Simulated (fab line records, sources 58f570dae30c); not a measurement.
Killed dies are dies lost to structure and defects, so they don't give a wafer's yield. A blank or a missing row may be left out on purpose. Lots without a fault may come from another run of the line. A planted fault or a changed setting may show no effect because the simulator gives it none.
Chamber matching | flow berkeley_cmos170 | UCB170_M2_ETCH_17 on rie_diel-04: 4 sister chambers
The step etches BARC in N2/H2. 8 wafers are shown with their chamber, then 7 later ones without.

WAFERS WITH THEIR CHAMBER
wafer  | chamber | drypump_motor_current_A (A) | throttle_valve_pct (%)
L867.2 | 2       | 6.3                         | 13.52
L877.1 | 3       | 5.3                         | 13.02
L877.3 | 0       | 5.9                         | 13.43
L875.1 | 2       | 6.3                         | 13.53
L875.3 | 1       | 6.4                         | 13.56
L875.5 | 3       | 5.3                         | 13.02
L880.4 | 1       | 6.4                         | 13.54
L880.5 | 0       | 6.0                         | 13.42

WAFERS WITHOUT THEIR CHAMBER
wafer  | drypump_motor_current_A (A) | throttle_valve_pct (%)
L880.6 | 5.3                         | 13.01
L885.1 | 5.9                         | 13.44
L885.3 | 5.3                         | 13.00
L885.5 | 5.3                         | 13.00
L889.1 | 6.0                         | 13.44
L889.2 | 5.3                         | 13.00
L889.4 | 6.3                         | 13.43

WHICH CHAMBER EACH WENT THROUGH
wafer  | from the rows above     | in truth
L880.6 | 3                       | 3
L885.1 | 0                       | 0
L885.3 | 3                       | 3
L885.5 | 3                       | 3
L889.1 | 0                       | 0
L889.2 | 3                       | 3
L889.4 | can't be placed: 0 or 2 | 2
Placed correctly: 6 of 7. Can't be placed from these rows: 1 (the true chamber is among the candidates in 1). Placed wrongly: 0.
How it was worked out, from the rows above alone: a wafer's distance from a chamber is the root of the sum, over the readings, of the square of ((its reading less the chamber's mean) divided by the reading's scatter). The wafer belongs to the nearest chamber; if the next one is less than 2 further off, it can't be placed. A chamber's mean is the mean of its shown wafers. The scatter: the root of (the sum of the squares of (reading less its chamber's mean) over the shown wafers, divided by (wafers less chambers)).
